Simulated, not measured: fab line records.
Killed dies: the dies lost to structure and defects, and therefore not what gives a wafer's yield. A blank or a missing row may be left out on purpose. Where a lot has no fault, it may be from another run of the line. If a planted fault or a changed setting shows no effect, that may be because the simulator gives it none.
fab line records	flow berkeley-cmos170
[record] lots = 6	wafers = 18	last-day = 12
route steps=331 shown V2@294
lots with no fault: from the same line, run without faults
start-h: hours from the record's opening day to when the first of the lot's shown wafers began	wait-h: time in hours since the lot's previous step	" identical to the entry in the row above	L1.1+2: one row covering several wafers at once	- either no value or no given start	* or withheld: withheld	< > ~ a bound
route shown NAME@n: names a module that has steps shown in the file, with the first one's number in the route	usual: mean/standard deviation of fault-free wafers	same: alike in all rows	chamber/n: place in a boat	sites: per-site readings	_std_site: standard deviation of those values	_edge_site: the outer-site mean with the inner-site mean subtracted	radius-mm: for every site, how far away it sits from the centre of the wafer	mask NAME#n: copy n	behind: the tool/chamber that last shaped the wafer	hold: why the lot went on hold/how many hours it stayed there/how the hold came to an end	device: the transistor (n, p or np) that didn't switch	end of line: tests run on the same wafers once the route is complete	where a step has no rows: the recipe by itself	killed: not the wafer's yield, but the dies lost to structure and defects at the first sort	map: dies across one wafer; x = killed, . = not, _ = none there
set.NAME: the setting that was run; set.NAME@STEP: the one run at that earlier step	model.NAME: the simulator's own value behind a step, which no gauge read
lots at selected steps of the route; one table per step, one row per wafer
services: a tool's chamber out of use, with start hour (start-h, from the record's first day; less than 0 if before it), hours out, and reason
[[steps]]
[step UCB170_V2_CMP_02]
[recipe] material = SiO2	down-force-psi = 6	platen-rpm = 60	pad-velocity-m-s = 0.75398
[usual] motor-current-A = 16.4/1.6
lot.wafer	tool	chamber	start-h	wait-h	motor-current-A
L173.2	cmp-02	1	169.11	0.0	19.0
L173.4	"	3	"	"	17.4
L173.3	"	0	"	"	14.8
L179.4	cmp-02	0	215.49	0.0	14.6
L179.1	"	1	"	"	17.6
L179.5	"	1	"	"	18.8
L186.2	cmp-02	2	239.03	0.1	19.0
L186.1	"	0	"	"	14.8
L186.6	"	1	"	"	19.7
L183.4	cmp-01	1	242.00	0.1	15.3
L183.5	"	3	"	"	15.4
L183.6	"	0	"	"	15.3
L192.4	cmp-01	0	278.17	0.0	15.5
L192.3	"	1	"	"	15.2
L192.1	"	3	"	"	15.5
L194.2	cmp-01	2	289.01	0.0	16.4
L194.1	"	3	"	"	14.9
L194.4	"	1	"	"	15.4
[step UCB170_V2_BOW_MEAS_03]
[recipe] mode = bow
[usual] V2_BOW = 35/7.2
lot.wafer	tool	chamber	start-h	wait-h	V2_BOW[um]
L173.2	film-metro-02	-	169.43	0.3	38
L173.3	"	-	"	"	38
L173.4	"	-	"	"	38
L179.1	film-metro-02	-	215.79	0.2	46
L179.4	"	-	"	"	33
L179.5	"	-	"	"	32
L186.1	film-metro-04	-	239.28	0.1	48
L186.2	"	-	"	"	30
L186.6	"	-	"	"	33
L183.4	film-metro-03	-	242.26	0.2	30
L183.5	"	-	"	"	24
L183.6	"	-	"	"	26
L192.1	film-metro-03	-	278.47	0.1	31
L192.3	"	-	"	"	37
L192.4	"	-	"	"	37
L194.1	film-metro-04	-	289.31	0.2	40
L194.2	"	-	"	"	36
L194.4	"	-	"	"	47
[step UCB170_V2_THK_MEAS_04]
[recipe] reads = SiO2_of_V2_CVD_00
[usual] V2_POLISHED_THK = 999.7/1.9
lot.wafer	tool	chamber	start-h	wait-h	V2_POLISHED_THK[nm]
L173.2	film-metro-02	-	170.48	1.0	999.8
L173.3	"	-	"	"	999.8
L173.4	"	-	"	"	999.1
L179.1	film-metro-02	-	215.91	0.1	998.7
L179.4	"	-	"	"	999.3
L179.5	"	-	"	"	999.7
L186.1	film-metro-04	-	239.40	0.1	1000.7
L186.2	"	-	"	"	1000.4
L186.6	"	-	"	"	1000.0
L183.4	film-metro-03	-	242.35	0.1	999.1
L183.5	"	-	"	"	996.7
L183.6	"	-	"	"	1005.2
L192.1	film-metro-03	-	278.59	0.1	997.8
L192.3	"	-	"	"	1000.1
L192.4	"	-	"	"	1004.0
L194.1	film-metro-04	-	289.43	0.1	996.6
L194.2	"	-	"	"	1000.2
L194.4	"	-	"	"	997.6
[step UCB170_V2_CLEAN_05]
[recipe] chemistry = DIW
[step UCB170_V2_HMDS_06]
[recipe] prime-time-s = 60	prime-temp-c = 100
[step UCB170_V2_COAT_07]
[recipe] resist = KrF	spin-rpm = 1500	resist-thk-nm = 900
[step UCB170_V2_SOFTBAKE_08]
[recipe] resist = KrF	temp-c = 130	time-s = 61.37
[usual] plate-sensor-t-centre-C = 131.41/0.011	plate-sensor-t-edge-C = 131.53/0.0095
lot.wafer	tool	chamber	start-h	wait-h	plate-sensor-t-centre-C	plate-sensor-t-edge-C
L173.2	litho-track-04	0	172.12	0.1	131.41	131.53
L173.3	"	0	"	"	131.39	131.53
L173.4	"	0	"	"	131.39	131.53
L179.1	litho-track-01	0	217.48	0.1	131.42	131.51
L179.4	"	0	"	"	131.4	131.52
L179.5	"	0	"	"	131.4	131.52
L186.1	litho-track-02	0	240.14	0.1	131.4	131.54
L186.2	"	0	"	"	131.41	131.54
L186.6	"	0	"	"	131.41	131.52
L183.4	litho-track-01	0	243.67	0.1	131.41	131.54
L183.5	"	0	"	"	131.41	131.54
L183.6	"	0	"	"	131.41	131.54
L192.1	litho-track-04	0	279.33	0.1	131.43	131.53
L192.3	"	0	"	"	131.4	131.51
L192.4	"	0	"	"	131.39	131.53
L194.1	litho-track-01	0	290.76	0.1	131.4	131.53
L194.2	"	0	"	"	131.41	131.54
L194.4	"	0	"	"	131.41	131.53
[step UCB170_V2_EXPOSE_09]
[recipe] mask-id = VIA2	target-cd-nm = 700	na = 0.5	sigma-outer = 0.6	source-shape = conventional	dose-mj = 37
[step UCB170_V2_PEB_10]
[recipe] peb-temp-c = 130	peb-time-s = withheld	resist = KrF
[step UCB170_V2_DEVELOP_11]
[recipe] developer = TMAH	develop-time-s = 45	resist = KrF	dev-temp-c = 21
[step UCB170_V2_CD_MEAS_12]
[recipe] target-cd-nm = 700
[usual] cd-nm = 699.8/1.2
lot.wafer	tool	chamber	start-h	wait-h	cd-nm
L173.2	cd-sem-02	-	173.22	-	700.1
L173.3	"	-	"	"	698.8
L173.4	"	-	"	"	699.5
L179.1	cd-sem-01	-	218.27	-	700.7
L179.4	"	-	"	"	699.5
L179.5	"	-	"	"	699.0
L186.1	cd-sem-01	-	241.29	-	700.5
L186.2	"	-	"	"	699.6
L186.6	"	-	"	"	700.8
L183.4	cd-sem-02	-	245.36	-	699.6
L183.5	"	-	"	"	699.6
L183.6	"	-	"	"	698.8
L192.1	cd-sem-01	-	280.26	-	699.4
L192.3	"	-	"	"	700.1
L192.4	"	-	"	"	700.2
L194.1	cd-sem-02	-	291.82	-	701.1
L194.2	"	-	"	"	702.2
L194.4	"	-	"	"	702.0
[step UCB170_V2_OVL_MEAS_13]
[usual] V2_OVL = -2/5.2
lot.wafer	tool	chamber	start-h	wait-h	V2_OVL[nm]
L173.2	overlay-01	-	173.33	0.1	3
L173.3	"	-	"	"	4
L173.4	"	-	"	"	1
L179.1	overlay-02	-	218.39	0.1	2
L179.4	"	-	"	"	-1
L179.5	"	-	"	"	2
L186.1	overlay-01	-	241.41	0.1	-2
L186.2	"	-	"	"	0
L186.6	"	-	"	"	-2
L183.4	overlay-02	-	245.44	0.1	-10
L183.5	"	-	"	"	-6
L183.6	"	-	"	"	-7
L192.1	overlay-01	-	280.38	0.1	-2
L192.3	"	-	"	"	-3
L192.4	"	-	"	"	-2
L194.1	overlay-01	-	291.94	0.1	-10
L194.2	"	-	"	"	-9
L194.4	"	-	"	"	-12
[step UCB170_V2_ETCH_14]
[recipe] chemistry = CHF3/CF4/Ar	target = SiO2	stop-on = Al	CHF3_flow_sccm = 45	cf4-flow-sccm = 15	Ar_flow_sccm = 150	pressure-mtorr = 200	rf-w = 700	target-depth-a = 12500	over-etch-frac = 0.25	time-s = 291
[usual] drypump-motor-current-A = 5.5/0.34	oes-product-au = 0.869/0.016	throttle-valve-pct = 6.95/0.12
lot.wafer	tool	chamber	start-h	wait-h	drypump-motor-current-A	oes-product-au	rf-hours-counter-h	throttle-valve-pct	model.KrF_of_V2_COAT_07.thk-nm	model.V2.feature-depth-nm	model.etch.depth-nm
L173.2	rie-diel-03	0	173.36	0.0	5.5	0.861	75	7.08	613.7	999.8	999.8
L173.3	"	1	"	"	5.4	0.906	11	6.76	603.9	999.5	999.4
L173.4	"	2	"	"	5.5	0.867	3	7.15	607.5	999.2	999.1
L179.1	rie-diel-04	3	218.43	0.0	5.5	0.857	15	6.74	605.5	999.5	999.5
L179.4	"	0	"	"	6.0	0.864	20	6.94	615.5	999.5	999.5
L179.5	"	1	"	"	4.9	0.845	-	6.94	613.7	1000	999.3
L186.1	rie-diel-04	1	241.44	0.0	4.9	0.825	2	6.94	675.2	952.1	952.1
L186.2	"	2	"	"	5.8	0.847	48	6.99	676.3	943.7	943.7
L186.6	"	1	"	"	4.9	0.828	-	6.95	675.1	953	953
L183.4	rie-diel-04	1	245.45	0.0	4.9	0.822	2	6.96	673	933.4	933.4
L183.5	"	1	"	"	4.9	0.822	-	6.94	673.1	935.6	935.6
L183.6	"	0	"	"	6.0	0.812	-	6.95	679.1	909	909
L192.1	rie-diel-03	0	280.42	0.0	5.6	0.867	80	7.06	621.8	998.4	998.4
L192.3	"	2	"	"	5.5	0.870	8	7.15	607.6	999.8	999.6
L192.4	"	3	"	"	5.1	0.902	2	7.04	616.3	1004	1004
L194.1	rie-diel-02	3	291.98	0.0	5.8	0.885	92	6.93	606.1	997	996.8
L194.2	"	2	"	"	6.1	0.840	4	6.86	603.2	1001	1000
L194.4	"	0	"	"	5.2	0.853	83	6.98	612.5	998.1	998.1
[step UCB170_V2_STRIP_15]
[recipe] chemistry = O2	power-w = 400	pressure-mtorr = 3500	platen-temp-c = withheld	o2-flow-sccm = 400	overash-fraction = 0.5
[usual] drypump-motor-current-A = 5.6/0.41	oes-product-au = 0.722/0.0043	strip-time-to-endpoint-s = 15.30/0.15
lot.wafer	tool	chamber	start-h	wait-h	drypump-motor-current-A	oes-product-au	rf-hours-counter-h	strip-time-to-endpoint-s
L173.2	plasma-asher-03	0	173.54	0.1	5.7	0.725	47	15.40
L173.3	"	1	"	"	5.8	0.725	-	15.17
L173.4	"	0	"	"	5.7	0.720	-	15.23
L179.1	plasma-asher-03	0	218.61	0.1	5.7	0.722	51	15.20
L179.4	"	1	"	"	5.9	0.730	-	15.45
L179.5	"	0	"	"	5.7	0.718	-	15.39
L186.1	plasma-asher-04	1	241.62	0.1	5.1	0.722	13	16.80
L186.2	"	0	"	"	5.2	0.720	13	16.83
L186.6	"	0	"	"	5.2	0.732	-	16.80
L183.4	plasma-asher-03	0	245.67	0.1	5.6	0.729	-	16.74
L183.5	"	0	"	"	5.7	0.714	-	16.74
L183.6	"	1	"	"	5.9	0.725	-	16.88
L192.1	plasma-asher-04	0	280.59	0.1	5.2	0.721	19	15.59
L192.3	"	1	"	"	5.1	0.719	-	15.25
L192.4	"	0	"	"	5.2	0.725	-	15.45
L194.1	plasma-asher-04	0	292.16	0.1	5.2	0.725	20	15.21
L194.2	"	1	"	"	5.0	0.718	20	15.17
L194.4	"	1	"	"	5.1	0.726	-	15.37
[step UCB170_V2_CD_MEAS_90]
[recipe] target-cd-nm = 700
[usual] cd-nm = 699.6/1.6
lot.wafer	tool	chamber	start-h	wait-h	cd-nm
L173.2	cd-sem-02	-	173.66	0.1	696.7
L173.3	"	-	"	"	699.4
L173.4	"	-	"	"	697.7
L179.1	cd-sem-02	-	218.71	0.1	700.4
L179.4	"	-	"	"	697.9
L179.5	"	-	"	"	700.2
L186.1	cd-sem-01	-	241.72	0.1	698.4
L186.2	"	-	"	"	697.7
L186.6	"	-	"	"	697.8
L183.4	cd-sem-01	-	245.79	0.1	697.9
L183.5	"	-	"	"	698.3
L183.6	"	-	"	"	695.1
L192.1	cd-sem-01	-	280.69	0.1	698.7
L192.3	"	-	"	"	700.8
L192.4	"	-	"	"	698.6
L194.1	cd-sem-01	-	292.26	0.1	700.0
L194.2	"	-	"	"	703.3
L194.4	"	-	"	"	700.3
[[services]]
tool	chamber	start-h	hours	kind
rie-diel-03	-	160.25	2.2	repair
cmp-01	-	188.96	3.5	pm
rie-diel-02	2	196.61	-	clean
rie-diel-02	2	196.61	15.1	scheduled-down
rie-diel-02	2	196.61	15.1	vent-cycle
rie-diel-04	1	198.98	-	clean
rie-diel-04	1	198.98	18.0	scheduled-down
rie-diel-04	1	198.98	18.0	vent-cycle
cmp-01	-	208.79	1.4	repair
rie-diel-03	0	210.64	10.1	repair
cmp-02	-	211.45	0.4	repair
rie-diel-03	3	212.10	8.1	repair
rie-diel-03	3	220.74	-	clean
rie-diel-03	3	220.74	20.8	scheduled-down
rie-diel-03	3	220.74	20.8	vent-cycle
rie-diel-04	3	229.16	6.1	repair
cmp-01	-	232.00	4.0	pm
plasma-asher-03	-	235.74	4.2	pm
cmp-01	-	236.00	-	consumable-replace:conditioner
cmp-01	-	236.00	-	consumable-replace:pad
cmp-01	-	286.34	0.9	repair
[[key]]
[first-sign] step = UCB170_V2_ETCH_14	reading = oes-product-au	direction = down	sigmas = 2.6	usual = 0.869	struck = 0.826	wafers-moved = 5
[effect] step = UCB170_V2_STRIP_15	reading = strip-time-to-endpoint-s	direction = up	sigmas = 10	usual = *	struck = *
[model-effect] step = UCB170_V2_ETCH_14	value = KrF_of_V2_COAT_07.thk-nm	without = 599.3	struck = 675.3
met-at UCB170_V2_ETCH_14
struck-wafers L183.4,L183.5,L183.6,L186.1,L186.2,L186.6
later-rows-left-out L183.4,L183.5,L186.1,L186.2,L186.6
sort-left-out L183.4,L183.5,L183.6,L186.1,L186.2,L186.6
onset-between 218.43 241.44
[fault] kind = process-parameter-drift	tool = rie-diel-04	chamber = -	onset-h = 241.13	steps = UCB170_V2_ETCH_14	channel = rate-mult	offset = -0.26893	shape = step	end-h = 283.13
// sort-left-out: the simulated sort isn't trusted on such a fault, so these wafers' sort isn't shown, and their yield isn't known
// later-rows-left-out: the simulator's readings of these wafers behind a module that went badly wrong aren't trusted and aren't shown, but for the sort
